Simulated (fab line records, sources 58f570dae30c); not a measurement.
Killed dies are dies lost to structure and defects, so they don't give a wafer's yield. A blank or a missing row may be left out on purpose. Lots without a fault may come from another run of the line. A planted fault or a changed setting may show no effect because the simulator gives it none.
fab line records | flow berkeley_cmos170
record lots=6 wafers=18 last_day=13
route steps=331 shown V1@263 M2@271
lots that met no fault: from a run of the same line without faults
start_h: hours from the record's first day to the start of the lot's first wafer shown | wait_h: hours since the lot's step before | " the same as in the row above | L1.1+2: a row that stands for several wafers | - no value, or no start given | * or withheld: withheld | < > ~ a bound
route shown NAME@n: a module of which the file shows steps, and the number in the route of the first | usual: mean/standard deviation of fault-free wafers | same: alike in all rows | chamber/n: place in a boat | sites: the reading at each site | _std_site: their standard deviation | _edge_site: outer sites' mean less inner sites' | radius_mm: how far each site lies from the wafer's centre | mask NAME#n: copy n | behind: the tool/chamber that last shaped the wafer | hold: why the lot was held/for how many hours/how that ended | device: the transistor (n, p or np) that didn't switch | end of line: the same wafers' tests at the end of the route | a step without rows: its recipe alone | killed: dies lost to structure and defects at the first sort, not the wafer's yield | map: a wafer's dies, x killed, . not, _ none there
set.NAME: the setting as run; set.NAME@STEP: as run at that earlier step | model.NAME: the simulator's own value behind a step, which no gauge read
lots at some steps of the route; a table a step, a row a wafer
services: from which hour (start_h, from the record's first day; less than 0 if before it) a tool's chamber was out of use, for how many hours, and why
## steps
# step UCB170_V1_EXPOSE_09
# recipe mask_id=VIA1 target_cd_nm=700 na=0.5 sigma_outer=0.6 source_shape=conventional dose_mj=37
# step UCB170_V1_PEB_10
# recipe peb_temp_c=130 peb_time_s=withheld resist=KrF
# step UCB170_V1_DEVELOP_11
# recipe developer=TMAH develop_time_s=45 resist=KrF dev_temp_c=21
# step UCB170_V1_CD_MEAS_12
# recipe target_cd_nm=700
# usual cd_nm=699.5/1.4
# columns lot.wafer tool chamber start_h wait_h cd_nm
L250.1 cd_sem-01 - 208.14 - 700.8
L250.3 " - " " 699.6
L250.4 " - " " 699.5
L252.4 cd_sem-01 - 232.08 - 698.0
L252.5 " - " " 698.9
L252.6 " - " " 698.5
L254.4 cd_sem-02 - 233.35 - 699.3
L254.5 " - " " 698.3
L254.6 " - " " 700.5
L261.1 cd_sem-01 - 274.69 - 698.7
L261.4 " - " " 700.1
L261.5 " - " " 699.3
L263.3 cd_sem-02 - 292.89 - 700.5
L263.4 " - " " 699.0
L263.6 " - " " 698.3
L264.2 cd_sem-01 - 293.42 - 701.2
L264.4 " - " " 700.6
L264.5 " - " " 699.1
# step UCB170_V1_OVL_MEAS_13
# usual V1_OVL=-2/4.9
# columns lot.wafer tool chamber start_h wait_h V1_OVL[nm]
L250.1 overlay-02 - 208.26 0.1 -1
L250.3 " - " " -4
L250.4 " - " " 5
L252.4 overlay-02 - 232.16 0.1 -9
L252.5 " - " " -7
L252.6 " - " " -5
L254.4 overlay-01 - 233.43 0.1 -2
L254.5 " - " " -11
L254.6 " - " " -1
L261.1 overlay-01 - 274.81 0.1 -4
L261.4 " - " " 0
L261.5 " - " " -4
L263.3 overlay-01 - 292.98 0.1 -6
L263.4 " - " " -6
L263.6 " - " " -8
L264.2 overlay-01 - 293.53 0.1 6
L264.4 " - " " -7
L264.5 " - " " -1
# step UCB170_V1_ETCH_14
# recipe chemistry=CHF3/CF4/Ar target=SiO2 stop_on=Al CHF3_flow_sccm=45 cf4_flow_sccm=15 Ar_flow_sccm=150 pressure_mtorr=200 rf_w=700 target_depth_a=12500 over_etch_frac=0.25 time_s=291
# usual drypump_motor_current_A=5.4/0.46 oes_product_au=0.872/0.017 throttle_valve_pct=6.96/0.094
# columns lot.wafer tool chamber start_h wait_h drypump_motor_current_A oes_product_au rf_hours_counter_h throttle_valve_pct
L250.1 rie_diel-04 2 208.30 0.0 5.1 0.886 73 6.99
L250.3 " 3 " " 5.6 0.859 116 6.92
L250.4 " 0 " " 5.6 0.888 18 7.11
L252.4 rie_diel-02 2 232.18 0.0 5.0 0.878 13 6.99
L252.5 " 1 " " 5.8 0.839 - 7.03
L252.6 " 0 " " 4.9 0.861 - 6.91
L254.4 rie_diel-03 3 233.44 0.0 6.0 0.858 86 6.89
L254.5 " 0 " " 5.3 0.856 - 6.87
L254.6 " 1 " " 5.1 0.867 - 6.99
L261.1 rie_diel-02 0 274.85 0.0 4.9 0.876 28 6.91
L261.4 " 1 " " 5.8 0.841 99 7.02
L261.5 " 3 " " 5.0 0.864 - 7.12
L263.3 rie_diel-03 3 293.00 0.0 6.0 0.869 89 6.88
L263.4 " 2 " " 5.5 0.891 - 6.81
L263.6 " 1 " " 5.1 0.848 - 6.97
L264.2 rie_diel-04 0 293.56 0.0 5.6 0.895 22 7.08
L264.4 " 2 " " 5.0 0.891 77 7.00
L264.5 " 1 " " 6.5 0.903 - 6.91
# step UCB170_V1_STRIP_15
# recipe chemistry=O2 power_w=400 pressure_mtorr=3500 platen_temp_c=withheld o2_flow_sccm=400 overash_fraction=0.5
# usual drypump_motor_current_A=5.35/0.16 oes_product_au=0.722/0.0048 strip_time_to_endpoint_s=15.27/0.13
# columns lot.wafer tool chamber start_h wait_h drypump_motor_current_A oes_product_au rf_hours_counter_h strip_time_to_endpoint_s
L250.1 plasma_asher-02 0 208.48 0.1 5.58 0.725 49 15.21
L250.3 " 0 " " 5.60 0.720 - 15.26
L250.4 " 1 " " 5.53 0.724 - 15.46
L252.4 plasma_asher-04 0 232.39 0.1 5.09 0.722 - 15.41
L252.5 " 0 " " 5.08 0.725 - 15.27
L252.6 " 1 " " 5.25 0.713 - 15.20
L254.4 plasma_asher-02 0 233.66 0.1 5.59 0.724 - 15.35
L254.5 " 0 " " 5.60 0.723 - 15.13
L254.6 " 1 " " 5.53 0.731 - 15.30
L261.1 plasma_asher-01 1 275.03 0.1 5.34 0.727 47 15.25
L261.4 " 0 " " 5.34 0.725 - 15.22
L261.5 " 0 " " 5.34 0.724 - 15.45
L263.3 plasma_asher-04 1 293.21 0.1 5.23 0.719 - 15.21
L263.4 " 0 " " 5.09 0.720 - 15.18
L263.6 " 1 " " 5.21 0.717 - 15.16
L264.2 plasma_asher-04 0 293.73 0.1 5.07 0.722 59 15.33
L264.4 " 0 " " 5.07 0.728 - 15.21
L264.5 " 0 " " 5.07 0.720 - 15.18
# step UCB170_V1_CD_MEAS_90
# recipe target_cd_nm=700
# usual cd_nm=699.9/1.6
# columns lot.wafer tool chamber start_h wait_h cd_nm
L250.1 cd_sem-01 - 208.58 0.1 702.1
L250.3 " - " " 700.2
L250.4 " - " " 700.0
L252.4 cd_sem-01 - 232.51 0.1 696.5
L252.5 " - " " 698.8
L252.6 " - " " 698.2
L254.4 cd_sem-01 - 233.78 0.1 701.3
L254.5 " - " " 699.6
L254.6 " - " " 702.1
L261.1 cd_sem-02 - 275.16 0.1 697.5
L261.4 " - " " 699.9
L261.5 " - " " 698.9
L263.3 cd_sem-01 - 293.32 0.1 701.8
L263.4 " - " " 698.0
L263.6 " - " " 699.2
L264.2 cd_sem-02 - 293.85 0.1 702.3
L264.4 " - " " 701.8
L264.5 " - " " 699.3
# step UCB170_M2_PRE_CLEAN_00
# recipe gas=Ar preclean_etch_time_s=60
# step UCB170_M2_SPUTTER_01
# recipe material=Al target_thk_nm=900 time_s=120 power_w=6000 chamber_pressure_pa=0.5
# usual cathode_dc_power_W=6000.0/1 throttle_valve_pct=30.4/0.9
# columns lot.wafer tool chamber start_h wait_h cathode_dc_power_W throttle_valve_pct
L250.1 pvd_sputter-03 - 208.76 0.0 6001.4 29.7
L250.3 " - " " 5999.8 30.1
L250.4 " - " " 6000.8 30.3
L252.4 pvd_sputter-04 - 232.64 0.0 5998.3 32.3
L252.5 " - " " 6000.6 30.8
L252.6 " - " " 5998.6 30.2
L254.4 pvd_sputter-02 - 233.91 0.0 6000.2 29.2
L254.5 " - " " 6001.0 29.3
L254.6 " - " " 5999.6 30.5
L261.1 pvd_sputter-04 - 275.35 0.0 6000.9 30.3
L261.4 " - " " 6000.4 32.5
L261.5 " - " " 5999.8 29.4
L263.3 pvd_sputter-04 - 293.47 0.0 6000.3 30.0
L263.4 " - " " 5998.2 30.7
L263.6 " - " " 5999.8 29.4
L264.2 pvd_sputter-02 - 294.02 0.0 5999.3 29.2
L264.4 " - " " 5999.7 29.5
L264.5 " - " " 5999.9 29.2
# step UCB170_M2_RS_MEAS_02
# recipe thk_meas_gauge=four-point-probe reads=Al_of_M2_SPUTTER_01
# usual M2_AL_RS=0.0320/0.00032
# columns lot.wafer tool chamber start_h wait_h M2_AL_RS[ohm/sq]
L250.1 film_metro-02 - 208.85 0.0 0.0319
L250.3 " - " " 0.0317
L250.4 " - " " 0.0323
L252.4 film_metro-02 - 232.78 0.1 0.0321
L252.5 " - " " 0.0318
L252.6 " - " " 0.0324
L254.4 film_metro-02 - 234.05 0.1 0.0323
L254.5 " - " " 0.0325
L254.6 " - " " 0.0322
L261.1 film_metro-04 - 275.43 0.0 0.0328
L261.4 " - " " 0.0321
L261.5 " - " " 0.0322
L263.3 film_metro-04 - 293.59 0.1 0.0324
L263.4 " - " " 0.0320
L263.6 " - " " 0.0319
L264.2 film_metro-01 - 294.12 0.1 0.0321
L264.4 " - " " 0.0316
L264.5 " - " " 0.0321
# step UCB170_M2_THK_MEAS_03
# recipe thk_meas_gauge=xrf reads=Al_of_M2_SPUTTER_01
# usual M2_AL_THK=891/12
# columns lot.wafer tool chamber start_h wait_h M2_AL_THK[nm]
L250.1 film_metro-02 - 208.97 0.1 905
L250.3 " - " " 902
L250.4 " - " " 892
L252.4 film_metro-02 - 232.87 0.1 889
L252.5 " - " " 897
L252.6 " - " " 885
L254.4 film_metro-02 - 234.14 0.1 883
L254.5 " - " " 884
L254.6 " - " " 890
L261.1 film_metro-04 - 275.55 0.1 878
L261.4 " - " " 889
L261.5 " - " " 886
L263.3 film_metro-04 - 293.69 0.1 881
L263.4 " - " " 889
L263.6 " - " " 893
L264.2 film_metro-01 - 294.23 0.1 876
L264.4 " - " " 893
L264.5 " - " " 878
# step UCB170_M2_HMDS_04
# recipe prime_time_s=60 prime_temp_c=100
# usual prime_temp_c=99.96/0.13
# columns lot.wafer tool chamber start_h wait_h prime_temp_c
L250.1 litho_track-01 0 209.29 0.3 100.03
L250.3 " 0 " " 99.95
L250.4 " 0 " " 99.93
L252.4 litho_track-02 0 233.20 0.3 100.06
L252.5 " 0 " " 99.86
L252.6 " 0 " " 99.82
L254.4 litho_track-04 0 234.25 0.1 99.95
L254.5 " 0 " " 100.11
L254.6 " 0 " " 99.92
L261.1 litho_track-04 0 275.77 0.2 99.78
L261.4 " 0 " " 99.92
L261.5 " 0 " " 99.89
L263.3 litho_track-04 0 293.78 0.1 94.82
L263.4 " 0 " " 94.67
L263.6 " 0 " " 94.92
L264.2 litho_track-04 0 294.31 0.1 94.50
L264.4 " 0 " " 94.77
L264.5 " 0 " " 94.55
# step UCB170_M2_COAT_05
# recipe resist=KrF spin_rpm=1500 resist_thk_nm=900
## services
# columns tool chamber start_h hours kind
plasma_asher-01 - 229.90 14.6 pm
rie_diel-02 2 232.73 9.9 repair
plasma_asher-02 - 241.60 0.8 repair
rie_diel-02 1 243.40 12.0 repair
rie_diel-03 1 262.87 - clean
rie_diel-03 1 262.87 17.5 scheduled_down
rie_diel-03 1 262.87 17.5 vent_cycle
pvd_sputter-02 - 273.44 3.6 repair
plasma_asher-01 - 278.39 8.8 repair
pvd_sputter-04 - 278.72 7.6 repair
rie_diel-03 0 280.35 - clean
rie_diel-03 0 280.35 20.2 scheduled_down
rie_diel-03 0 280.35 20.2 vent_cycle
rie_diel-02 3 282.20 21.9 repair
pvd_sputter-04 - 292.03 1.0 repair
## key
first_sign step=UCB170_M2_HMDS_04 reading=prime_temp_c direction=down sigmas=42 usual=* struck=*
effect none on later readings
met_at UCB170_M2_HMDS_04
struck_wafers L263.3,L263.4,L263.6,L264.2,L264.4,L264.5
sort_left_out L263.3,L263.4,L263.6
onset_between 275.77 293.78
fault kind=process_parameter_drift tool=litho_track-04 chamber=- onset_h=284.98 steps=UCB170_M2_HMDS_04 channel=prime_temp_c offset=* shape=step end_h=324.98 acts_in=* stated=*
# sort_left_out: the simulated sort isn't trusted on such a fault, so these wafers' sort isn't shown, and their yield isn't known
